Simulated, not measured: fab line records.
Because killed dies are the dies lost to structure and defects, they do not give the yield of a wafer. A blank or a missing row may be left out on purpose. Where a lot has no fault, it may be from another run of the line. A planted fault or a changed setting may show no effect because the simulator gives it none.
Split-lot experiment :: flow rit-cmos :: on a route of 202 steps: 5 lots, 23 wafers read

## ABOUT THE SPLIT
At RIT_GATE_CVD_08 (deposits poly-Si from SiH4, target thk 250 nm, time 2220 s), the setting temp-c was moved away from the recipe's 610 C on 15 of the 23 wafers read, by -1.2% to +1.8%. All remaining wafers had this setting at the recipe value.

Between the split and the reading, the file records no step.

## THE READING
GATE_POLY_THK (nm), taken at RIT_GATE_THK_MEAS_09. Typical for fault-free wafers on this fab line: 251.5 nm, with standard deviation 2.5 nm.

wafer: L074.2
tool, chamber at the split: -, -
temp-c as run, C: 602.8
against the recipe: -1.2%
GATE_POLY_THK, nm: 213.0
against lot-mates on the recipe: no lot-mate on the recipe

wafer: L074.3
tool, chamber at the split: -, -
temp-c as run, C: 602.8
against the recipe: -1.2%
GATE_POLY_THK, nm: 210.1
against lot-mates on the recipe: no lot-mate on the recipe

wafer: L074.4
tool, chamber at the split: -, -
temp-c as run, C: 602.8
against the recipe: -1.2%
GATE_POLY_THK, nm: 210.1
against lot-mates on the recipe: no lot-mate on the recipe

wafer: L074.5
tool, chamber at the split: -, -
temp-c as run, C: 602.8
against the recipe: -1.2%
GATE_POLY_THK, nm: 212.2
against lot-mates on the recipe: no lot-mate on the recipe

wafer: L074.6
tool, chamber at the split: -, -
temp-c as run, C: 602.8
against the recipe: -1.2%
GATE_POLY_THK, nm: 212.2
against lot-mates on the recipe: no lot-mate on the recipe

wafer: L075.2
tool, chamber at the split: -, -
temp-c as run, C: 610
against the recipe: recipe
GATE_POLY_THK, nm: 248.4
against lot-mates on the recipe: -

wafer: L075.3
tool, chamber at the split: -, -
temp-c as run, C: 610
against the recipe: recipe
GATE_POLY_THK, nm: 249.9
against lot-mates on the recipe: -

wafer: L075.4
tool, chamber at the split: -, -
temp-c as run, C: 610
against the recipe: recipe
GATE_POLY_THK, nm: 249.5
against lot-mates on the recipe: -

wafer: L075.5
tool, chamber at the split: -, -
temp-c as run, C: 610
against the recipe: recipe
GATE_POLY_THK, nm: 253.1
against lot-mates on the recipe: -

wafer: L075.6
tool, chamber at the split: -, -
temp-c as run, C: 610
against the recipe: recipe
GATE_POLY_THK, nm: 250.7
against lot-mates on the recipe: -

wafer: L076.1
tool, chamber at the split: -, -
temp-c as run, C: 621.2
against the recipe: +1.8%
GATE_POLY_THK, nm: 330.2
against lot-mates on the recipe: no lot-mate on the recipe

wafer: L076.3
tool, chamber at the split: -, -
temp-c as run, C: 621.2
against the recipe: +1.8%
GATE_POLY_THK, nm: 331.3
against lot-mates on the recipe: no lot-mate on the recipe

wafer: L076.4
tool, chamber at the split: -, -
temp-c as run, C: 621.2
against the recipe: +1.8%
GATE_POLY_THK, nm: 332.4
against lot-mates on the recipe: no lot-mate on the recipe

wafer: L076.5
tool, chamber at the split: -, -
temp-c as run, C: 621.2
against the recipe: +1.8%
GATE_POLY_THK, nm: 330.4
against lot-mates on the recipe: no lot-mate on the recipe

wafer: L076.6
tool, chamber at the split: -, -
temp-c as run, C: 621.2
against the recipe: +1.8%
GATE_POLY_THK, nm: 330.9
against lot-mates on the recipe: no lot-mate on the recipe

wafer: L077.1
tool, chamber at the split: -, -
temp-c as run, C: 603.5
against the recipe: -1.1%
GATE_POLY_THK, nm: 216.6
against lot-mates on the recipe: no lot-mate on the recipe

wafer: L077.2
tool, chamber at the split: -, -
temp-c as run, C: 603.5
against the recipe: -1.1%
GATE_POLY_THK, nm: 217.9
against lot-mates on the recipe: no lot-mate on the recipe

wafer: L077.3
tool, chamber at the split: -, -
temp-c as run, C: 603.5
against the recipe: -1.1%
GATE_POLY_THK, nm: 218.9
against lot-mates on the recipe: no lot-mate on the recipe

wafer: L077.4
tool, chamber at the split: -, -
temp-c as run, C: 603.5
against the recipe: -1.1%
GATE_POLY_THK, nm: 217.9
against lot-mates on the recipe: no lot-mate on the recipe

wafer: L077.5
tool, chamber at the split: -, -
temp-c as run, C: 603.5
against the recipe: -1.1%
GATE_POLY_THK, nm: 215.4
against lot-mates on the recipe: no lot-mate on the recipe

wafer: L082.3
tool, chamber at the split: lpcvd-01, 1
temp-c as run, C: 610
against the recipe: recipe
GATE_POLY_THK, nm: 250.4
against lot-mates on the recipe: -

wafer: L082.4
tool, chamber at the split: lpcvd-01, 1
temp-c as run, C: 610
against the recipe: recipe
GATE_POLY_THK, nm: 250.6
against lot-mates on the recipe: -

wafer: L082.5
tool, chamber at the split: lpcvd-01, 1
temp-c as run, C: 610
against the recipe: recipe
GATE_POLY_THK, nm: 250.0
against lot-mates on the recipe: -

FIT RESULTS
A straight line over all 23 wafers: GATE_POLY_THK changes by +39.2 nm for each +1% of temp-c; r = +1.00; the points scatter about the line by 4.4 nm.
Too few moved wafers have a lot-mate on the recipe to fit a line with each lot's own level taken away.

## THE WHOLE CHAIN: every reading that the file lists as answering this split, in the file's order
step: RIT_GATE_CVD_08
what it does: deposits poly-Si from SiH4, target thk 250 nm, time 2220 s
reading: poly-Si_of_GATE_CVD_08.thk-nm (the simulator's own value, which no gauge read)
change (the file's fit): +39.3 nm for each +1% of the setting
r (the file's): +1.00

step: RIT_GATE_THK_MEAS_09
what it does: 
reading: GATE_POLY_THK
change (the file's fit): +39.2 for each +1% of the setting
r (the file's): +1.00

## THE FILE'S OWN FIT
GATE_POLY_THK changes by +39.2 nm for each +1% of temp-c, r = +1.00.
